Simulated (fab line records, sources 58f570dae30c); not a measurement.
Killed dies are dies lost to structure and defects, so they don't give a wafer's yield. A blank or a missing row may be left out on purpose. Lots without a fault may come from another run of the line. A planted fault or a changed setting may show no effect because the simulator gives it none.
fab line records | flow berkeley_cmos170
record lots=6 wafers=18 last_day=12
route steps=331 shown NLDD@161 SPACER@171 PSD@175 NSD@187 BACKSIDE@199 PLDD@208 M3@331
lots that met no fault: from a run of the same line without faults
start_h: hours from the record's first day to the start of the lot's first wafer shown | wait_h: hours since the lot's step before | " the same as in the row above | L1.1+2: a row that stands for several wafers | - no value, or no start given | * or withheld: withheld | < > ~ a bound
route shown NAME@n: a module of which the file shows steps, and the number in the route of the first | usual: mean/standard deviation of fault-free wafers | same: alike in all rows | chamber/n: place in a boat | sites: the reading at each site | _std_site: their standard deviation | _edge_site: outer sites' mean less inner sites' | radius_mm: how far each site lies from the wafer's centre | mask NAME#n: copy n | behind: the tool/chamber that last shaped the wafer | hold: why the lot was held/for how many hours/how that ended | device: the transistor (n, p or np) that didn't switch | end of line: the same wafers' tests at the end of the route | a step without rows: its recipe alone | killed: dies lost to structure and defects at the first sort, not the wafer's yield | map: a wafer's dies, x killed, . not, _ none there
set.NAME: the setting as run; set.NAME@STEP: as run at that earlier step | model.NAME: the simulator's own value behind a step, which no gauge read
lots at some steps of the route; a table a step, a row a wafer
services: from which hour (start_h, from the record's first day; less than 0 if before it) a tool's chamber was out of use, for how many hours, and why
## steps
# step UCB170_NLDD_EXPOSE_03
# recipe mask_id=NSELECT na=0.5 sigma_outer=0.6 source_shape=conventional target_cd_nm=1200 dose_mj=30
# step UCB170_NLDD_PEB_04
# recipe peb_temp_c=130 peb_time_s=withheld resist=KrF
# step UCB170_NLDD_DEVELOP_05
# recipe developer=TMAH develop_time_s=45 resist=KrF dev_temp_c=21
# step UCB170_NLDD_CD_MEAS_06
# recipe target_cd_nm=1200
# usual cd_nm=1200.3/1.5
# columns lot.wafer tool chamber start_h wait_h cd_nm
L214.1 cd_sem-02 - 152.39 - 1200.3
L214.3 " - " " 1198.5
L214.4 " - " " 1198.7
L221.3 cd_sem-02 - 190.39 - 1200.5
L221.4 " - " " 1200.1
L221.5 " - " " 1199.3
L223.1 cd_sem-01 - 198.27 - 1197.8
L223.4 " - " " 1198.2
L223.5 " - " " 1198.0
L222.1 cd_sem-01 - 198.51 - 1199.1
L222.4 " - " " 1199.3
L222.5 " - " " 1200.2
L234.2 cd_sem-01 - 258.09 - 1199.4
L234.5 " - " " 1198.6
L234.6 " - " " 1200.0
L235.1 cd_sem-02 - 258.11 - 1199.2
L235.2 " - " " 1200.7
L235.5 " - " " 1202.0
# step UCB170_NLDD_OVL_MEAS_07
# usual NLDD_OVL=3/6.6
# columns lot.wafer tool chamber start_h wait_h NLDD_OVL[nm]
L214.1 overlay-01 - 152.55 0.1 -1
L214.3 " - " " -1
L214.4 " - " " 0
L221.3 overlay-01 - 190.48 0.1 -12
L221.4 " - " " -8
L221.5 " - " " -6
L223.1 overlay-02 - 198.39 0.1 8
L223.4 " - " " -4
L223.5 " - " " 2
L222.1 overlay-02 - 198.63 0.1 3
L222.4 " - " " -2
L222.5 " - " " 2
L234.2 overlay-01 - 258.20 0.1 6
L234.5 " - " " 1
L234.6 " - " " 10
L235.1 overlay-02 - 258.23 0.1 5
L235.2 " - " " 10
L235.5 " - " " 6
# step UCB170_NLDD_IMPLANT_08
# recipe species=As dose_cm2=5e+13 energy_kev=30 tilt_deg=7 rotation_deg=0
# step UCB170_NLDD_IMPLANT_09
# recipe species=As dose_cm2=5e+13 energy_kev=30 tilt_deg=7 rotation_deg=180
# step UCB170_NLDD_STRIP_10
# recipe chemistry=O2 power_w=400 pressure_mtorr=3500 platen_temp_c=withheld o2_flow_sccm=400 overash_fraction=0.5
# usual drypump_motor_current_A=5.6/0.41 oes_product_au=0.735/0.0045 strip_time_to_endpoint_s=21.64/0.069
# columns lot.wafer tool chamber start_h wait_h drypump_motor_current_A oes_product_au rf_hours_counter_h strip_time_to_endpoint_s
L214.1 plasma_asher-03 0 152.88 0.1 5.5 0.722 42 21.62
L214.3 " 1 " " 6.1 0.740 - 21.63
L214.4 " 0 " " 5.4 0.742 - 21.55
L221.3 plasma_asher-04 0 190.84 0.1 6.0 0.731 - 21.65
L221.4 " 1 " " 5.1 0.734 - 21.60
L221.5 " 0 " " 6.0 0.740 - 21.65
L223.1 plasma_asher-03 0 198.73 0.1 5.4 0.729 47 21.69
L223.4 " 1 " " 6.1 0.735 - 21.76
L223.5 " 1 " " 6.1 0.742 - 21.77
L222.1 plasma_asher-04 1 198.97 0.1 5.1 0.729 49 21.66
L222.4 " 1 " " 5.1 0.728 - 21.65
L222.5 " 0 " " 6.0 0.733 - 21.63
L234.2 plasma_asher-03 0 258.53 0.1 5.4 0.741 53 21.71
L234.5 " 0 " " 5.4 0.738 - 21.74
L234.6 " 1 " " 6.1 0.735 - 21.68
L235.1 plasma_asher-04 1 258.62 0.2 5.1 0.735 56 21.61
L235.2 " 0 " " 6.0 0.736 56 21.63
L235.5 " 1 " " 5.1 0.748 - 21.63
# step UCB170_NLDD_TW_MEAS_11
# usual NLDD_TW=2221/12
# columns lot.wafer tool chamber start_h wait_h NLDD_TW
L214.1 film_metro-04 - 152.98 0.1 2232
L214.3 " - " " 2247
L214.4 " - " " 2212
L221.3 film_metro-03 - 190.92 0.1 2205
L221.4 " - " " 2203
L221.5 " - " " 2199
L223.1 film_metro-04 - 198.83 0.1 2242
L223.4 " - " " 2238
L223.5 " - " " 2237
L222.1 film_metro-01 - 199.07 0.1 2218
L222.4 " - " " 2243
L222.5 " - " " 2219
L234.2 film_metro-03 - 258.64 0.1 2220
L234.5 " - " " 2221
L234.6 " - " " 2218
L235.1 film_metro-01 - 258.72 0.1 2216
L235.2 " - " " 2207
L235.5 " - " " 2213
# step UCB170_NLDD_CLEAN_12
# recipe chemistry=SPM temp_c=120 time_s=600
# step UCB170_SPACER_CVD_00
# recipe material=SiO2 target_thk_nm=376 temp_c=390 precursor=TEOS/O2 time_s=47 rf_w=550 pressure_mtorr=9000
# usual heater_power_w=249/53
# columns lot.wafer tool chamber start_h wait_h heater_power_w since_wet_clean_h
L214.1 pecvd-01 2 153.37 0.0 196 4
L214.3 " 1 " " 209 4
L214.4 " 0 " " 246 -
L221.3 pecvd-03 0 191.17 0.0 256 377
L221.4 " 2 " " 296 -
L221.5 " 1 " " 450 -
L223.1 pecvd-02 2 199.08 0.0 214 278
L223.4 " 1 " " 312 -
L223.5 " 0 " " 254 -
L222.1 pecvd-01 2 199.32 0.0 270 50
L222.4 " 2 " " 260 -
L222.5 " 0 " " 271 -
L235.1 pecvd-02 2 258.97 0.0 198 337
L235.2 " 1 " " 277 337
L235.5 " 1 " " 294 -
L234.2 pecvd-01 2 259.04 0.0 249 110
L234.5 " 2 " " 254 -
L234.6 " 1 " " 189 -
# step UCB170_SPACER_THK_MEAS_01
# recipe reads=SiO2_of_SPACER_CVD_00
# usual SPACER_TEOS_THK=376/4.4
# columns lot.wafer tool chamber start_h wait_h SPACER_TEOS_THK[nm]
L214.1 film_metro-02 - 153.41 0.0 372
L214.3 " - " " 380
L214.4 " - " " 380
L221.3 film_metro-04 - 191.24 0.0 379
L221.4 " - " " 380
L221.5 " - " " 382
L223.1 film_metro-04 - 199.12 0.0 372
L223.4 " - " " 386
L223.5 " - " " 384
L222.1 film_metro-03 - 199.36 0.0 374
L222.4 " - " " 382
L222.5 " - " " 377
L235.1 film_metro-03 - 259.01 0.0 369
L235.2 " - " " 369
L235.5 " - " " 372
L234.2 film_metro-04 - 259.09 0.0 376
L234.5 " - " " 379
L234.6 " - " " 376
# step UCB170_SPACER_ANNEAL_02
# recipe temp_c=900 time_s=1800 ambient=N2
# usual spike_tc_centre_C=902.0/1.1 spike_tc_load_C=923.0/1.3 spike_tc_source_C=925/3.6 tube_center_temp_C=899.99/0.079 tube_center_temp_C_max=902.3/0.37
# columns lot.wafer tool chamber start_h wait_h spike_tc_centre_C spike_tc_load_C spike_tc_source_C tube_center_temp_C tube_center_temp_C_max
L214.1 furnace-04 0 155.26 1.8 901.2 921.3 924 899.92 902.2
L214.3 " 0 " " 902.3 922.1 924 900.01 902.7
L214.4 " 0 " " 902.4 921.4 925 899.95 902.4
L221.3 furnace-01 0 195.53 4.3 900.7 924.1 928 899.94 902.8
L221.4 " 0 " " 901.4 922.3 929 900.01 902.6
L221.5 " 0 " " 902.5 920.9 928 900.02 902.4
L222.1 furnace-01 0 204.38 5.0 864.0 887.0 893 862.64 865.6
L222.4 " 0 " " 864.9 885.2 891 862.67 864.4
L222.5 " 0 " " 865.1 885.7 890 862.62 865.1
L223.1 furnace-01 0 204.38 5.2 863.9 885.6 891 862.84 865.2
L223.4 " 0 " " 865.7 884.3 889 862.48 865.2
L223.5 " 0 " " 865.6 885.0 890 862.77 865.2
L234.2 furnace-04 0 264.43 5.3 901.0 920.2 925 900.15 902.4
L234.5 " 0 " " 903.9 922.2 923 900.05 902.2
L234.6 " 0 " " 901.7 919.8 926 900.06 902.2
L235.1 furnace-04 0 264.43 5.4 901.4 922.8 924 900.11 902.3
L235.2 " 0 " " 901.0 921.7 925 899.91 902.4
L235.5 " 0 " " 900.4 923.0 925 899.98 902.1
# step UCB170_SPACER_ETCHBACK_03
# recipe stop_on=Si target=SiO2 chemistry=CHF3/CF4/Ar CHF3_flow_sccm=50 cf4_flow_sccm=10 Ar_flow_sccm=120 pressure_mtorr=200 rf_w=500 target_depth_a=3760 time_s=100
# usual drypump_motor_current_A=5.3/0.4 mfc_ar_sccm=120.0/0.37 oes_product_au=0.898/0.015 throttle_valve_pct=6.47/0.15
# columns lot.wafer tool chamber start_h wait_h drypump_motor_current_A mfc_ar_sccm oes_product_au rf_hours_counter_h throttle_valve_pct
L214.1 rie_diel-02 3 156.83 0.1 5.0 120.2 0.891 91 6.40
L214.3 " 1 " " 5.4 120.2 0.886 114 6.64
L214.4 " 0 " " 4.9 119.9 0.927 34 6.21
L221.3 rie_diel-02 0 197.03 0.0 4.9 120.3 0.920 37 6.22
L221.4 " 1 " " 5.4 120.5 0.878 116 6.64
L221.5 " 2 " " 5.4 120.6 0.909 - 6.48
L222.1 rie_diel-01 2 205.88 0.0 4.8 120.1 0.882 5 6.55
L222.4 " 1 " " 5.4 119.7 0.908 124 6.73
L222.5 " 1 " " 5.5 119.5 0.896 - 6.70
L223.1 rie_diel-02 2 205.88 0.0 5.4 120.0 0.909 47 6.48
L223.4 " 1 " " 5.4 120.2 0.899 117 6.64
L223.5 " 0 " " 4.9 119.9 0.938 - 6.22
L234.2 rie_diel-01 1 265.93 0.0 5.4 119.5 0.894 126 6.71
L234.5 " 0 " " 5.3 119.9 0.895 - 6.57
L234.6 " 2 " " 4.8 120.2 0.896 - 6.55
L235.1 rie_diel-03 0 265.93 0.0 5.3 120.7 0.899 126 6.48
L235.2 " 2 " " 5.0 120.5 0.880 112 6.27
L235.5 " 1 " " 6.0 119.9 0.871 - 6.30
# step UCB170_PSD_HMDS_00
# recipe prime_time_s=60 prime_temp_c=100
# step UCB170_PSD_COAT_01
# recipe resist=KrF spin_rpm=1500 resist_thk_nm=900
# step UCB170_PSD_SOFTBAKE_02
# recipe resist=KrF temp_c=130 time_s=60
# step UCB170_PSD_EXPOSE_03
# recipe mask_id=PSELECT_MOD na=0.5 sigma_outer=0.6 source_shape=conventional target_cd_nm=1200 dose_mj=30
# step UCB170_PSD_PEB_04
# recipe peb_temp_c=130 peb_time_s=withheld resist=KrF
# step UCB170_PSD_DEVELOP_05
# recipe developer=TMAH develop_time_s=45 resist=KrF dev_temp_c=21
# step UCB170_PSD_CD_MEAS_06
# recipe target_cd_nm=1200
# usual cd_nm=1200.4/1.4
# columns lot.wafer tool chamber start_h wait_h cd_nm
L214.1 cd_sem-02 - 159.02 - 1200.9
L214.3 " - " " 1200.6
L214.4 " - " " 1200.7
L221.3 cd_sem-01 - 198.43 - 1201.1
L221.4 " - " " 1201.5
L221.5 " - " " 1201.9
L223.1 cd_sem-01 - 207.01 - 1199.8
L223.4 " - " " 1199.9
L223.5 " - " " 1199.4
L222.1 cd_sem-01 - 207.37 - 1200.6
L222.4 " - " " 1201.9
L222.5 " - " " 1201.5
L235.1 cd_sem-02 - 267.18 - 1202.6
L235.2 " - " " 1201.4
L235.5 " - " " 1201.6
L234.2 cd_sem-01 - 267.25 - 1201.7
L234.5 " - " " 1200.9
L234.6 " - " " 1200.2
# step UCB170_PSD_OVL_MEAS_07
# usual PSD_OVL=2/5.7
# columns lot.wafer tool chamber start_h wait_h PSD_OVL[nm]
L214.1 overlay-01 - 159.14 0.1 -1
L214.3 " - " " -1
L214.4 " - " " 6
L221.3 overlay-01 - 198.53 0.1 -10
L221.4 " - " " 6
L221.5 " - " " -5
L223.1 overlay-01 - 207.13 0.1 -3
L223.4 " - " " 1
L223.5 " - " " 0
L222.1 overlay-02 - 207.49 0.1 3
L222.4 " - " " 2
L222.5 " - " " 8
L235.1 overlay-02 - 267.30 0.1 -4
L235.2 " - " " 5
L235.5 " - " " 5
L234.2 overlay-01 - 267.36 0.1 2
L234.5 " - " " 5
L234.6 " - " " -1
# step UCB170_PSD_IMPLANT_08
# recipe species=B dose_cm2=3e+15 energy_kev=20 tilt_deg=7
# step UCB170_PSD_STRIP_09
# recipe chemistry=O2 power_w=400 pressure_mtorr=3500 platen_temp_c=withheld o2_flow_sccm=400 overash_fraction=0.5
# usual drypump_motor_current_A=5.5/0.32 oes_product_au=0.601/0.0046 strip_time_to_endpoint_s=29.43/0.069
# columns lot.wafer tool chamber start_h wait_h drypump_motor_current_A oes_product_au rf_hours_counter_h strip_time_to_endpoint_s
L214.1 plasma_asher-01 0 159.32 0.1 5.7 0.608 5 29.40
L214.3 " 1 " " 5.1 0.600 - 29.46
L214.4 " 0 " " 5.6 0.606 - 29.42
L221.3 plasma_asher-01 0 198.73 0.1 5.6 0.603 - 29.42
L221.4 " 1 " " 5.1 0.596 - 29.42
L221.5 " 0 " " 5.7 0.604 - 29.35
L223.1 plasma_asher-02 1 207.32 0.1 5.5 0.598 40 29.41
L223.4 " 0 " " 5.5 0.600 - 29.40
L223.5 " 0 " " 5.5 0.599 - 29.48
L222.1 plasma_asher-04 1 207.68 0.1 5.1 0.603 50 29.45
L222.4 " 1 " " 5.1 0.607 - 29.40
L222.5 " 0 " " 6.0 0.602 - 29.56
L235.1 plasma_asher-02 0 267.49 0.1 5.5 0.605 47 29.35
L235.2 " 1 " " 5.5 0.604 47 29.37
L235.5 " 0 " " 5.6 0.605 - 29.45
L234.2 plasma_asher-01 1 267.54 0.1 5.1 0.606 15 29.46
L234.5 " 0 " " 5.7 0.597 - 29.51
L234.6 " 1 " " 5.1 0.593 - 29.45
# step UCB170_PSD_TW_MEAS_10
# usual PSD_TW=2334/13
# columns lot.wafer tool chamber start_h wait_h PSD_TW
L214.1 film_metro-04 - 159.42 0.1 2332
L214.3 " - " " 2355
L214.4 " - " " 2334
L221.3 film_metro-03 - 198.82 0.1 2313
L221.4 " - " " 2330
L221.5 " - " " 2309
L223.1 film_metro-01 - 207.42 0.1 2336
L223.4 " - " " 2324
L223.5 " - " " 2340
L222.1 film_metro-04 - 207.78 0.1 2351
L222.4 " - " " 2346
L222.5 " - " " 2353
L235.1 film_metro-03 - 267.59 0.1 2339
L235.2 " - " " 2346
L235.5 " - " " 2339
L234.2 film_metro-04 - 267.65 0.1 2325
L234.5 " - " " 2334
L234.6 " - " " 2340
# step UCB170_PSD_CLEAN_11
# recipe chemistry=SPM temp_c=120 time_s=600
# step UCB170_NSD_HMDS_00
# recipe prime_time_s=60 prime_temp_c=100
# step UCB170_NSD_COAT_01
# recipe resist=KrF spin_rpm=1500 resist_thk_nm=900
# step UCB170_NSD_SOFTBAKE_02
# recipe resist=KrF temp_c=130 time_s=60
# step UCB170_NSD_EXPOSE_03
# recipe mask_id=NSELECT_MOD na=0.5 sigma_outer=0.6 source_shape=conventional target_cd_nm=1200 dose_mj=30
# step UCB170_NSD_PEB_04
# recipe peb_temp_c=130 peb_time_s=withheld resist=KrF
# step UCB170_NSD_DEVELOP_05
# recipe developer=TMAH develop_time_s=45 resist=KrF dev_temp_c=21
# step UCB170_NSD_CD_MEAS_06
# recipe target_cd_nm=1200
# usual cd_nm=1200.2/1.2
# columns lot.wafer tool chamber start_h wait_h cd_nm
L214.1 cd_sem-02 - 161.67 - 1200.6
L214.3 " - " " 1201.8
L214.4 " - " " 1202.2
L221.3 cd_sem-01 - 201.34 - 1199.6
L221.4 " - " " 1198.9
L221.5 " - " " 1200.0
L223.1 cd_sem-01 - 208.96 - 1200.3
L223.4 " - " " 1199.7
L223.5 " - " " 1200.2
L222.1 cd_sem-01 - 209.30 - 1201.4
L222.4 " - " " 1201.1
L222.5 " - " " 1201.3
L235.1 cd_sem-01 - 268.66 - 1201.5
L235.2 " - " " 1201.3
L235.5 " - " " 1201.0
L234.2 cd_sem-01 - 268.86 - 1198.6
L234.5 " - " " 1198.4
L234.6 " - " " 1198.4
# step UCB170_NSD_OVL_MEAS_07
# usual NSD_OVL=2/5.3
# columns lot.wafer tool chamber start_h wait_h NSD_OVL[nm]
L214.1 overlay-01 - 161.79 0.1 -5
L214.3 " - " " -3
L214.4 " - " " -12
L221.3 overlay-02 - 201.44 0.1 3
L221.4 " - " " -2
L221.5 " - " " 6
L223.1 overlay-02 - 209.08 0.1 -4
L223.4 " - " " -1
L223.5 " - " " -10
L222.1 overlay-02 - 209.42 0.1 -2
L222.4 " - " " 2
L222.5 " - " " 2
L235.1 overlay-01 - 268.78 0.1 6
L235.2 " - " " 11
L235.5 " - " " 5
L234.2 overlay-01 - 268.96 0.1 4
L234.5 " - " " 7
L234.6 " - " " 4
# step UCB170_NSD_IMPLANT_08
# recipe species=P dose_cm2=3e+15 energy_kev=40 tilt_deg=7
# step UCB170_NSD_STRIP_09
# recipe chemistry=O2 power_w=400 pressure_mtorr=3500 platen_temp_c=withheld o2_flow_sccm=400 overash_fraction=0.5
# usual drypump_motor_current_A=5.56/0.29 oes_product_au=0.534/0.0047 strip_time_to_endpoint_s=35.84/0.062
# columns lot.wafer tool chamber start_h wait_h drypump_motor_current_A oes_product_au rf_hours_counter_h strip_time_to_endpoint_s
L214.1 plasma_asher-02 0 161.98 0.1 5.54 0.533 36 35.73
L214.3 " 0 " " 5.52 0.531 - 35.75
L214.4 " 1 " " 5.43 0.534 - 35.75
L221.3 plasma_asher-02 0 201.64 0.1 5.53 0.537 - 35.88
L221.4 " 1 " " 5.42 0.529 - 35.89
L221.5 " 1 " " 5.44 0.529 - 35.90
L223.1 plasma_asher-02 0 209.27 0.1 5.55 0.538 40 35.84
L223.4 " 0 " " 5.52 0.533 - 35.89
L223.5 " 0 " " 5.52 0.540 - 35.94
L222.1 plasma_asher-03 1 209.61 0.1 6.11 0.537 48 35.90
L222.4 " 1 " " 6.13 0.532 - 35.87
L222.5 " 0 " " 5.47 0.539 - 35.84
L235.1 plasma_asher-03 0 268.97 0.1 5.44 0.536 55 35.79
L235.2 " 1 " " 6.13 0.531 55 35.89
L235.5 " 1 " " 6.13 0.536 - 35.76
L234.2 plasma_asher-02 1 269.14 0.1 5.42 0.531 47 35.92
L234.5 " 0 " " 5.53 0.536 - 35.90
L234.6 " 1 " " 5.45 0.522 - 35.87
# step UCB170_NSD_TW_MEAS_10
# usual NSD_TW=4192/18
# columns lot.wafer tool chamber start_h wait_h NSD_TW
L214.1 film_metro-01 - 162.08 0.1 4177
L214.3 " - " " 4166
L214.4 " - " " 4177
L221.3 film_metro-03 - 201.73 0.1 4184
L221.4 " - " " 4181
L221.5 " - " " 4178
L223.1 film_metro-03 - 209.37 0.1 4179
L223.4 " - " " 4188
L223.5 " - " " 4181
L222.1 film_metro-01 - 209.71 0.1 4210
L222.4 " - " " 4187
L222.5 " - " " 4216
L235.1 film_metro-04 - 269.07 0.1 4197
L235.2 " - " " 4179
L235.5 " - " " 4201
L234.2 film_metro-04 - 269.25 0.1 4205
L234.5 " - " " 4199
L234.6 " - " " 4193
# step UCB170_NSD_CLEAN_11
# recipe chemistry=SPM temp_c=120 time_s=600
# step UCB170_BACKSIDE_HMDS_00
# recipe prime_time_s=60 prime_temp_c=100
# step UCB170_BACKSIDE_COAT_01
# recipe resist=KrF spin_rpm=1500 resist_thk_nm=900
# step UCB170_BACKSIDE_SOFTBAKE_02
# recipe resist=KrF temp_c=130 time_s=60
# step UCB170_BACKSIDE_STRIP_03
# recipe chemistry=O2 power_w=400 pressure_mtorr=3500 platen_temp_c=withheld o2_flow_sccm=400 overash_fraction=0.5
# step UCB170_SDANNEAL_RS_MEAS_04
# recipe thk_meas_gauge=four-point-probe
# usual PLDD_RS=1033/3.3
# columns lot.wafer tool chamber start_h wait_h PLDD_RS[ohm/sq]
L214.1 film_metro-04 - 166.50 0.1 1035
L214.3 " - " " 1036
L214.4 " - " " 1035
L221.3 film_metro-04 - 203.14 0.1 1035
L221.4 " - " " 1034
L221.5 " - " " 1035
L223.1 film_metro-04 - 210.92 0.1 1205
L223.4 " - " " 1204
L223.5 " - " " 1207
L222.1 film_metro-01 - 211.05 0.1 1196
L222.4 " - " " 1201
L222.5 " - " " 1196
L235.1 film_metro-04 - 270.43 0.1 1038
L235.2 " - " " 1038
L235.5 " - " " 1036
L234.2 film_metro-03 - 270.59 0.1 1030
L234.5 " - " " 1033
L234.6 " - " " 1033
# step UCB170_M3_PROBE_99
# columns lot.wafer tool chamber start_h wait_h model.etest.pmos_0p6.r_on_ohm_um model.etest.pmos_0p35.r_on_ohm_um model.etest.pldd.line_ohm_um model.etest.pldd.rs_ohm_sq model.etest.nldd.line_ohm_um model.etest.nldd.rs_ohm_sq model.etest.pmos_turned.drive_ua_um model.etest.pmos_0p35.drive_ua_um
L214.1 prober-01 - 188.18 0.1 8377 4624 1764 1104 1216 766 303 289.9
L214.3 prober-01 - 188.28 0.2 8421 4638 1808 1090 1231 761.5 303.3 291.6
L214.4 prober-01 - 188.33 0.2 8391 4632 1725 1104 1197 761.9 306.3 290.1
L221.3 prober-01 - 224.39 0.2 8468 4644 1783 1121 1239 772.7 301.2 286.6
L221.4 prober-01 - 224.44 0.2 8247 4583 1816 1110 1255 768.7 308.1 293.2
L221.5 prober-01 - 224.49 0.2 8525 4731 1793 1129 1220 778.8 295.8 281.5
L223.1 prober-01 - 232.68 0.1 8689 4922 1890 1151 1220 736 274.3 266
L223.4 prober-01 - 232.83 0.2 8924 5064 1932 1200 1186 739.5 271.3 260.9
L223.5 prober-01 - 232.88 0.2 8959 5127 1987 1202 1208 736.4 265 255.6
L222.1 prober-02 - 235.95 0.1 8685 4964 1843 1162 1149 737.5 275.7 266.8
L222.4 prober-02 - 236.10 0.2 8752 4988 1899 1180 1190 734.5 274.8 263
L222.5 prober-02 - 236.15 0.2 8891 5021 1868 1176 1176 739.1 270 262.3
L235.1 prober-01 - 297.64 0.1 8428 4672 1872 1116 1304 788.1 296.7 284.9
L235.2 prober-01 - 297.69 0.1 8347 4552 1750 1053 1286 780.6 302.6 290.3
L235.5 prober-01 - 297.84 0.2 8445 4624 1896 1128 1301 780.6 300.1 286.6
L234.2 prober-02 - 298.95 0.1 8512 4682 1858 1125 1269 770.8 297.4 287.2
L234.5 prober-02 - 299.10 0.2 8623 4745 1860 1140 1262 771.4 291.3 276.6
L234.6 prober-02 - 299.15 0.2 8484 4684 1833 1125 1253 764.2 298.8 285.2
# killed by level:class
L214.1 GATE:geometric_particle:short=1 V1:geometric_particle:open=1 V2:geometric_particle:open=1
L214.3 WELLDRIVE:geometric_particle:short=1 M2:geometric_particle:short=1
L214.4 PFIELD:coat_microbubble_printed=2 NWELL:geometric_particle:open=1 SILICIDE:geometric_particle:short=1 V1:geometric_particle:short=1
L221.3 M2:geometric_particle:open=1
L221.4 SILICIDE:geometric_particle:short=1 M2:geometric_particle:short=1
L221.5 SPACER:geometric_particle:open=1
L222.1 FIELD:geometric_particle:open=1 SILICIDE:geometric_particle:open=1 M2:geometric_particle:short=1
L222.4 SACOX:geometric_particle:short=1 GATE:geometric_particle:open=1 CONTACT:geometric_particle:open=1 M1:geometric_particle:short=1 V1:geometric_particle:open=1
L222.5 SCREENOX:geometric_particle:short=1 SILICIDE:geometric_particle:short=1
L235.1 GATE:geometric_particle:open=1
L235.2 SILICIDE:geometric_particle:open=1 V1:geometric_particle:short=1
L235.5 SCREENOX:geometric_particle:open=1 GATE:geometric_particle:open=1 M3:geometric_particle:short=1
L234.2 WELLDRIVE:geometric_particle:open=1 GATE:geometric_particle:open=1 SPACER:geometric_particle:short=1 M2:geometric_particle:open=1
L234.5 SCREENOX:geometric_particle:open=1
L234.6 SACOX:geometric_particle:open=1 GATE:geometric_particle:short=1
## services
# columns tool chamber start_h hours kind
pecvd-02 - 135.15 0.5 repair
pecvd-01 - 135.50 14.0 pm
rie_diel-01 3 145.08 2.5 repair
furnace-04 - 146.03 2.4 repair
plasma_asher-02 - 185.16 1.3 repair
rie_diel-01 1 191.04 4.5 repair
rie_diel-03 0 197.82 3.2 repair
rie_diel-03 1 204.97 11.1 repair
pecvd-03 1 205.44 13.3 repair
furnace-04 - 209.10 4.6 pm
plasma_asher-01 - 217.24 1.8 repair
pecvd-02 2 220.25 4.5 repair
rie_diel-02 3 227.37 6.4 repair
plasma_asher-03 - 227.57 1.5 repair
rie_diel-02 2 229.96 8.2 repair
pecvd-03 - 242.50 14.0 pm
rie_diel-03 - 246.92 0.4 repair
plasma_asher-01 - 248.27 14.6 pm
furnace-01 - 256.94 3.3 pm
pecvd-01 1 261.29 3.6 repair
pecvd-01 2 261.92 12.3 repair
pecvd-01 0 263.25 5.8 repair
pecvd-02 0 264.62 3.8 repair
plasma_asher-04 - 267.41 1.3 repair
## key
first_sign step=UCB170_SPACER_ANNEAL_02 reading=tube_center_temp_C direction=down sigmas=99+ usual=* struck=*
effect step=UCB170_SPACER_ANNEAL_02 reading=tube_center_temp_C_max direction=down sigmas=99+ usual=* struck=*
effect step=UCB170_SDANNEAL_RS_MEAS_04 reading=PLDD_RS direction=up sigmas=51 usual=1033 struck=1202
model_effect step=UCB170_M3_PROBE_99 value=etest.pmos_0p6.r_on_ohm_um without=8460 struck=8817
met_at UCB170_SPACER_ANNEAL_02
struck_wafers L222.1,L222.4,L222.5,L223.1,L223.4,L223.5
sort_left_out L223.1,L223.4,L223.5
tester_left_out L222,L223
onset_between 195.53 204.38
fault kind=process_parameter_drift tool=furnace-01 chamber=- onset_h=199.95 steps=UCB170_SPACER_ANNEAL_02 channel=temp_c offset=* shape=step end_h=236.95 acts_in=* stated=*
# tester_left_out: of these lots the tester's yield and bins aren't shown, on N5 and GAA mostly nor the transistor test; their killed dies are dies lost to structure and defects alone, not to doping, threshold or leakage, so they don't give the yield
# sort_left_out: the simulated sort isn't trusted on such a fault, so these wafers' sort isn't shown, and their yield isn't known
